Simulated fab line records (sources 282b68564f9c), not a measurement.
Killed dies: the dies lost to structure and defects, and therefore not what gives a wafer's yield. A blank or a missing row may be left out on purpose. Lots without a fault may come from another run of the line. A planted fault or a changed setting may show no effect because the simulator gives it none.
The tool behind it: which one? ; flow rit-cmos ; 21 wafers sampled from 7 lots at 1 step of a route of 202

== WHAT EACH GAUGE READ, for each wafer ==
RIT_FOX2_THK_MEAS_01.
lot;measured;on;FOX2_OXIDE_THK (nm)
L421;day 1 23:23;film-metro-02;359 352 356
L424;day 2 14:31;film-metro-02;349 351 350
L426;day 3 00:20;film-metro-04;344 349 353
L429;day 3 16:42;film-metro-01;362 360 367
L431;day 4 01:22;film-metro-01;353 347 352
L440;day 6 00:57;film-metro-01;354 357 356
L442;day 6 10:02;film-metro-01;347 352 350

== EACH LOT AND THE TOOL THAT RAN IT (in order: tool; ch and the chambers of the sampled wafers; start) ==
No process step before these readings appears in the record.

== THE ANSWER, worked out from the rows above alone ==
Rule: usual is defined by the lots themselves. The widest of any qualifying gaps counts: lots, ordered by their means at a reading, are off when they make up no more than a third of the lots, leave a main group of 4 or more, and stand apart from it by 3 or more times the standard deviation of that group's means. Not used: any main group whose means are identical at the precision the tables above print for the reading. A lot without any number at a reading at which 4 lots or more have one is off too. Any other lot the step has rows for is counted as sound.
None of the lots is off at any reading shown; this tells nothing.

== WHAT WAS PUT IN BY THE SIMULATOR ==
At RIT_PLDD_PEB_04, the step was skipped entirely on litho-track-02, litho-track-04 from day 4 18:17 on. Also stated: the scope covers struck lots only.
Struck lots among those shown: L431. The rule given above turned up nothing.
